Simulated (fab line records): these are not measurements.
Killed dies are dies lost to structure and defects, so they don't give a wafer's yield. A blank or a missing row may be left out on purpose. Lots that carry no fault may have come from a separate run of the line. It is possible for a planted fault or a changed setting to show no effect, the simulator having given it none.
Commonality check across tools || flow rit cmos || 42 wafers sampled across 14 lots

WHY IT WAS OPENED
2 of 14 lots carry a flag on the reading ACTIVE_OXIDE_THK at RIT_ACTIVE_THK_MEAS_02. Fault-free wafers read 46.7 nm, with a standard deviation of 0.68.
Rule: flag the lot when none of its wafers has a number, or when each of its wafers that has one lies beyond 4 standard deviations from that mean. The other lots count as sound.

{"lot": "L723", "measured": "day 1 12:05", "on": "film metro-04", "ACTIVE_OXIDE_THK (nm), wafer by wafer": "45.8 47.0 45.2", "flag": ""}
{"lot": "L725", "measured": "day 1 22:05", "on": "film metro-04", "ACTIVE_OXIDE_THK (nm), wafer by wafer": "47.8 47.2 47.6", "flag": ""}
{"lot": "L726", "measured": "day 2 05:09", "on": "film metro-04", "ACTIVE_OXIDE_THK (nm), wafer by wafer": "46.3 46.6 46.3", "flag": ""}
{"lot": "L727", "measured": "day 2 08:04", "on": "film metro-02", "ACTIVE_OXIDE_THK (nm), wafer by wafer": "47.4 47.0 47.6", "flag": ""}
{"lot": "L728", "measured": "day 2 13:04", "on": "film metro-04", "ACTIVE_OXIDE_THK (nm), wafer by wafer": "47.2 47.2 47.1", "flag": ""}
{"lot": "L729", "measured": "day 2 18:04", "on": "film metro-03", "ACTIVE_OXIDE_THK (nm), wafer by wafer": "47.0 48.1 47.0", "flag": ""}
{"lot": "L730", "measured": "day 2 23:43", "on": "film metro-04", "ACTIVE_OXIDE_THK (nm), wafer by wafer": "46.7 46.4 46.5", "flag": ""}
{"lot": "L732", "measured": "day 3 09:04", "on": "film metro-04", "ACTIVE_OXIDE_THK (nm), wafer by wafer": "52.0 52.5 51.8", "flag": "FLAGGED"}
{"lot": "L733", "measured": "day 3 14:04", "on": "film metro-02", "ACTIVE_OXIDE_THK (nm), wafer by wafer": "47.0 46.6 47.0", "flag": ""}
{"lot": "L734", "measured": "day 3 19:03", "on": "film metro-02", "ACTIVE_OXIDE_THK (nm), wafer by wafer": "52.7 52.4 52.3", "flag": "FLAGGED"}
{"lot": "L739", "measured": "day 4 20:04", "on": "film metro-02", "ACTIVE_OXIDE_THK (nm), wafer by wafer": "47.1 46.3 45.8", "flag": ""}
{"lot": "L743", "measured": "day 5 16:13", "on": "film metro-04", "ACTIVE_OXIDE_THK (nm), wafer by wafer": "47.6 48.3 48.0", "flag": ""}
{"lot": "L744", "measured": "day 5 21:05", "on": "film metro-04", "ACTIVE_OXIDE_THK (nm), wafer by wafer": "46.5 46.7 46.1", "flag": ""}
{"lot": "L745", "measured": "day 6 02:15", "on": "film metro-04", "ACTIVE_OXIDE_THK (nm), wafer by wafer": "45.8 45.5 46.5", "flag": ""}
The mean of the flagged lots' numbers is 52.3 nm, +5.6 nm from the usual (+8 standard deviations).

EACH LOT AND THE TOOL IT RAN ON
The record keeps 1 process step preceding the reading, out of 202 steps on the route. Every cell lists first the tool, next ch and the chambers used by the sampled wafers, and last the start.
{"lot": "L723", "flag": "", "RIT_ACTIVE_OXIDATION_01": "furnace-04 ch 0, day 1 10:07"}
{"lot": "L725", "flag": "", "RIT_ACTIVE_OXIDATION_01": "furnace-04 ch 0, day 1 20:07"}
{"lot": "L726", "flag": "", "RIT_ACTIVE_OXIDATION_01": "furnace-01 ch 0, day 2 03:13"}
{"lot": "L727", "flag": "", "RIT_ACTIVE_OXIDATION_01": "furnace-03 ch 0, day 2 06:07"}
{"lot": "L728", "flag": "", "RIT_ACTIVE_OXIDATION_01": "furnace-03 ch 0, day 2 11:07"}
{"lot": "L729", "flag": "", "RIT_ACTIVE_OXIDATION_01": "furnace-03 ch 0, day 2 16:07"}
{"lot": "L730", "flag": "", "RIT_ACTIVE_OXIDATION_01": "furnace-03 ch 0, day 2 21:47"}
{"lot": "L732", "flag": "FLAGGED", "RIT_ACTIVE_OXIDATION_01": "furnace-03 ch 0, day 3 07:07"}
{"lot": "L733", "flag": "", "RIT_ACTIVE_OXIDATION_01": "furnace-04 ch 0, day 3 12:07"}
{"lot": "L734", "flag": "FLAGGED", "RIT_ACTIVE_OXIDATION_01": "furnace-03 ch 0, day 3 17:07"}
{"lot": "L739", "flag": "", "RIT_ACTIVE_OXIDATION_01": "furnace-01 ch 0, day 4 18:07"}
{"lot": "L743", "flag": "", "RIT_ACTIVE_OXIDATION_01": "furnace-01 ch 0, day 5 14:16"}
{"lot": "L744", "flag": "", "RIT_ACTIVE_OXIDATION_01": "furnace-04 ch 0, day 5 19:07"}
{"lot": "L745", "flag": "", "RIT_ACTIVE_OXIDATION_01": "furnace-01 ch 0, day 6 00:19"}
What the steps here do:
- RIT_ACTIVE_OXIDATION_01: target thk 46.8 nm, ox time 3360 s.
- RIT_ACTIVE_THK_MEAS_02

FLAGGED OVER TOTAL, TOOL BY TOOL (the gauges that took the reading come last)
{"step": "RIT_ACTIVE_OXIDATION_01", "tool": "furnace-01", "lots run": 4, "flagged": 0, "share of the flagged lots": "none", "sound lots run after its first flagged lot": "-"}
{"step": "RIT_ACTIVE_OXIDATION_01", "tool": "furnace-03", "lots run": 6, "flagged": 2, "share of the flagged lots": "all", "sound lots run after its first flagged lot": 0}
{"step": "RIT_ACTIVE_OXIDATION_01", "tool": "furnace-04", "lots run": 4, "flagged": 0, "share of the flagged lots": "none", "sound lots run after its first flagged lot": "-"}
{"step": "RIT_ACTIVE_THK_MEAS_02", "tool": "film metro-02", "lots run": 4, "flagged": 1, "share of the flagged lots": "some", "sound lots run after its first flagged lot": "1 (L739)"}
{"step": "RIT_ACTIVE_THK_MEAS_02", "tool": "film metro-03", "lots run": 1, "flagged": 0, "share of the flagged lots": "none", "sound lots run after its first flagged lot": "-"}
{"step": "RIT_ACTIVE_THK_MEAS_02", "tool": "film metro-04", "lots run": 9, "flagged": 1, "share of the flagged lots": "some", "sound lots run after its first flagged lot": "3 (L743,L744,L745)"}

THE TABLE: WHAT IT ALLOWS
In the table, 1 row covers all flagged lots: furnace-03 at RIT_ACTIVE_OXIDATION_01.
- furnace-03 at RIT_ACTIVE_OXIDATION_01: 2 of its 6 lots flagged. A fault beginning between L730 (day 2 21:47), its last sound lot, and L732 (day 3 07:07), its first flagged one, fits the data.
One tool is left: furnace-03 at RIT_ACTIVE_OXIDATION_01.

WHAT THE SIMULATOR HAD INSERTED
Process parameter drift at RIT_ACTIVE_OXIDATION_01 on furnace-03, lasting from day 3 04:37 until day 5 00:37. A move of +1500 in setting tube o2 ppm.
Struck lots among those shown: L732, L734. The rule above reached the same finding.
